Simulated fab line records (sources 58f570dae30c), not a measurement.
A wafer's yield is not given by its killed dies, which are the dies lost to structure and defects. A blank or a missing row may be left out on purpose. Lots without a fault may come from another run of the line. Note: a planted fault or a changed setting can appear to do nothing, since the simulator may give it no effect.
Lot-split experiment ; flow berkeleyCmos170 ; 5 lots, 23 wafers read, on a route of 331 steps

## ABOUT THE SPLIT
At UCB170_NWELL_OXIDATION_01 (target thk 26.4 nm, ox time 1260 s), the setting tempC was moved away from the recipe's 1000 C on 20 of the 23 wafers read, by -2.1% to +2.8%. For the rest of the wafers, this setting stayed at what the recipe calls for.

There is no step in the file separating the split from the reading.

## THE READING
Values of NWELL_OXIDE_THK in nm from UCB170_NWELL_THK_MEAS_02. Fault-free wafers of this fab line usually give 26.3 nm, standard deviation 0.64 nm.

wafer;tool, chamber at the split;tempC as run, C;against the recipe;NWELL_OXIDE_THK, nm;against lot-mates on the recipe
L074.1;-, -;1024;+2.4%;32.5;no lot-mate on the recipe
L074.2;-, -;1024;+2.4%;32.1;no lot-mate on the recipe
L074.3;-, -;1024;+2.4%;32.7;no lot-mate on the recipe
L074.4;-, -;1024;+2.4%;32.5;no lot-mate on the recipe
L074.5;-, -;1024;+2.4%;32.2;no lot-mate on the recipe
L077.2;-, -;985.2;-1.5%;21.9;no lot-mate on the recipe
L077.3;-, -;985.2;-1.5%;22.0;no lot-mate on the recipe
L077.4;-, -;985.2;-1.5%;22.1;no lot-mate on the recipe
L077.5;-, -;985.2;-1.5%;21.9;no lot-mate on the recipe
L077.6;-, -;985.2;-1.5%;22.4;no lot-mate on the recipe
L082.1;-, -;978.7;-2.1%;21.3;no lot-mate on the recipe
L082.2;-, -;978.7;-2.1%;21.5;no lot-mate on the recipe
L082.3;-, -;978.7;-2.1%;21.5;no lot-mate on the recipe
L082.4;-, -;978.7;-2.1%;22.0;no lot-mate on the recipe
L082.6;-, -;978.7;-2.1%;21.8;no lot-mate on the recipe
L083.1;-, -;1028;+2.8%;33.6;no lot-mate on the recipe
L083.2;-, -;1028;+2.8%;34.1;no lot-mate on the recipe
L083.3;-, -;1028;+2.8%;33.8;no lot-mate on the recipe
L083.4;-, -;1028;+2.8%;33.5;no lot-mate on the recipe
L083.5;-, -;1028;+2.8%;33.3;no lot-mate on the recipe
L084.1;furnace-02, 0;1000;recipe;25.8;-
L084.3;furnace-02, 0;1000;recipe;26.0;-
L084.5;furnace-02, 0;1000;recipe;25.6;-

THE FIT
A straight line over all 23 wafers: NWELL_OXIDE_THK changes by +2.53 nm for each +1% of tempC; r = +1.00; the points scatter about the line by 0.53 nm.
Too few moved wafers with a lot-mate on the recipe to fit a line net of each lot's own level.

## THE WHOLE CHAIN: every reading that the file lists as answering this split, in the file's order
step;what it does;reading;change (the file's fit);r (the file's)
UCB170_NWELL_OXIDATION_01;target thk 26.4 nm, ox time 1260 s;SiO2_of_NWELL_OXIDATION_01.thkNm (the simulator's own value, which no gauge read);+2.53 nm for each +1% of the setting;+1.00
UCB170_NWELL_THK_MEAS_02;;NWELL_OXIDE_THK;+2.53 for each +1% of the setting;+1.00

## THE FILE'S OWN FIT
NWELL_OXIDE_THK changes by +2.53 nm for each +1% of tempC, r = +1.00.
